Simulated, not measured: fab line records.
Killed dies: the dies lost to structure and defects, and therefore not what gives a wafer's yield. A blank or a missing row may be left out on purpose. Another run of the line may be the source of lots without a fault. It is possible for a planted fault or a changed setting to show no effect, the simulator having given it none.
Lot-split experiment | flow rit cmos | 5 lots, 23 wafers read, on a route of 202 steps

== THE SPLIT ITSELF ==
At RIT_PRETRO_IMPLANT_08, the setting dose cm2 was moved away from the recipe's 1.2e+13 on 6 of the 23 wafers read, by -4.8% to +6.3%. All remaining wafers had this setting at the recipe value.

== FROM SPLIT TO READING: 1 step shown by the file between the two ==
- RIT_PRETRO_STRIP_09: strips in O2, time 180 s

== THE READING ==
PRETRO_TW, at RIT_PRETRO_TW_MEAS_10. A value of 478.7 with a standard deviation of 2.6 is what fault-free wafers of this fab line usually give.

wafer  | tool, chamber at the split | dose cm2 as run | against the recipe | PRETRO_TW | against lot-mates on the recipe
L075.1 | implanter-03, 0            | 1.2e+13         | recipe             | 480.4     | -
L075.2 | implanter-03, 0            | 1.2e+13         | recipe             | 478.0     | -
L075.3 | implanter-03, 0            | 1.2e+13         | recipe             | 479.2     | -
L077.1 | implanter-01, 0            | 1.2e+13         | recipe             | 473.2     | -
L077.3 | implanter-01, 0            | 1.142e+13       | -4.8%              | 466.9     | -5.8
L077.4 | implanter-01, 0            | 1.142e+13       | -4.8%              | 467.7     | -5.0
L077.5 | implanter-01, 0            | 1.142e+13       | -4.8%              | 468.4     | -4.3
L077.6 | implanter-01, 0            | 1.2e+13         | recipe             | 472.2     | -
L078.2 | implanter-02, 0            | 1.276e+13       | +6.3%              | 491.4     | +10.7
L078.3 | implanter-02, 0            | 1.276e+13       | +6.3%              | 492.5     | +11.8
L078.4 | implanter-02, 0            | 1.276e+13       | +6.3%              | 493.7     | +13.0
L078.5 | implanter-02, 0            | 1.2e+13         | recipe             | 478.6     | -
L078.6 | implanter-02, 0            | 1.2e+13         | recipe             | 482.8     | -
L080.1 | implanter-01, 0            | 1.2e+13         | recipe             | 480.0     | -
L080.2 | implanter-01, 0            | 1.2e+13         | recipe             | 476.8     | -
L080.3 | implanter-01, 0            | 1.2e+13         | recipe             | 478.4     | -
L080.4 | implanter-01, 0            | 1.2e+13         | recipe             | 480.8     | -
L080.6 | implanter-01, 0            | 1.2e+13         | recipe             | 479.2     | -
L084.1 | implanter-02, 0            | 1.2e+13         | recipe             | 476.8     | -
L084.3 | implanter-02, 0            | 1.2e+13         | recipe             | 477.3     | -
L084.4 | implanter-02, 0            | 1.2e+13         | recipe             | 477.2     | -
L084.5 | implanter-02, 0            | 1.2e+13         | recipe             | 478.0     | -
L084.6 | implanter-02, 0            | 1.2e+13         | recipe             | 477.1     | -

FIT RESULTS
A straight line over all 23 wafers: PRETRO_TW changes by +2.23 for each +1% of dose cm2; r = +0.95; the points scatter about the line by 2.3.
The same after taking each lot's own level away (the mean of its wafers on the recipe; 23 wafers): +1.55 for each +1%; r = +0.95; scatter 1.5.
That fit puts the effect of the largest move of dose cm2 on the reading at 9.8.
From 472.70 to 480.70: that is the span of the lots' own levels, equal to 3.1 times the standard deviation above.
Hence the slope depends on the lot-to-lot level, as the two fits are not the same.
Check: +10.3 against its lot-mates is what the line predicts for one of the wafers moved furthest among these (+6.3%) when that wafer is left out of the fit. Against them it came out at +10.7.

== THE FILE'S OWN FIT ==
PRETRO_TW changes by +1.56 for each +1% of dose cm2, r = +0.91.
